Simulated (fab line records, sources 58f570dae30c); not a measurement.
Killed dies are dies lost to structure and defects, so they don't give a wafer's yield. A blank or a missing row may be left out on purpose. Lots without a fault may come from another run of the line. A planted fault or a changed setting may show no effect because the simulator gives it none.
Which tool did it? | flow berkeley_cmos170 | 7 lots, 21 wafers sampled, at 3 steps of a route of 331

WHAT THE GAUGES READ, wafer by wafer
UCB170_M3_CD_MEAS_15: target cd 700 nm.
lot  | measured     | on        | cd_nm (nm)
L252 | day 8 14:12  | cd_sem-01 | 700.4 699.7 699.5
L255 | day 9 09:38  | cd_sem-01 | - - -
L258 | day 9 15:44  | cd_sem-01 | - - -
L264 | day 10 14:24 | cd_sem-02 | 704.6 702.4 702.0
L266 | day 11 05:59 | cd_sem-01 | 698.5 698.8 699.0
L270 | day 12 06:49 | cd_sem-01 | 699.3 698.0 699.7
L273 | day 12 08:26 | cd_sem-02 | 700.1 701.6 700.7

WHICH TOOL RAN EACH LOT (tool, then ch and the chambers of the sampled wafers, then the start)
lot  | UCB170_V2_STRIP_15                   | UCB170_M3_PEB_13
L252 | plasma_asher-03 ch 0,1, day 8 11:35  | litho_track-04 ch 0, day 8 13:56
L255 | plasma_asher-04 ch 0,1, day 9 06:32  | litho_track-04, day 9 09:20
L258 | plasma_asher-02 ch 0, day 9 13:05    | litho_track-04, day 9 15:23
L264 | plasma_asher-03 ch 0,1, day 10 11:01 | litho_track-01 ch 0, day 10 14:04
L266 | plasma_asher-04 ch 0,1, day 11 02:41 | litho_track-01 ch 0, day 11 05:42
L270 | plasma_asher-02 ch 0,1, day 12 03:43 | litho_track-04 ch 0, day 12 06:33
L273 | plasma_asher-04 ch 0,1, day 12 05:13 | litho_track-01 ch 0, day 12 08:10
- UCB170_V2_STRIP_15: strips in O2.
- UCB170_M3_PEB_13

THE ANSWER, worked out from the rows above alone
Rule: what is usual is taken from the lots themselves. Put in order of their means at a reading, lots are off if they are a third of the lots or fewer, leave a main group of 4 or more, and stand apart from it by a gap of 3 or more times the standard deviation of the main group's means; of several such gaps the widest counts. A main group whose means are all the same, to the digits that the tables above print for the reading, isn't used. A lot without any number at a reading at which 4 lots or more have one is off too. The other lots that the step has rows for count as sound.
Off: L255, L258, at UCB170_M3_CD_MEAS_15 (cd_nm). Without a number there: L255, L258. The main group: mean 700.3 nm, standard deviation 1.5.
A tool fits if, at a process step before that reading, it ran every lot that is off, and no sound lot after the first of them. The gauges at UCB170_M3_CD_MEAS_15 are tried like those tools. None of those tried fits.

WHAT THE SIMULATOR HAD PUT IN
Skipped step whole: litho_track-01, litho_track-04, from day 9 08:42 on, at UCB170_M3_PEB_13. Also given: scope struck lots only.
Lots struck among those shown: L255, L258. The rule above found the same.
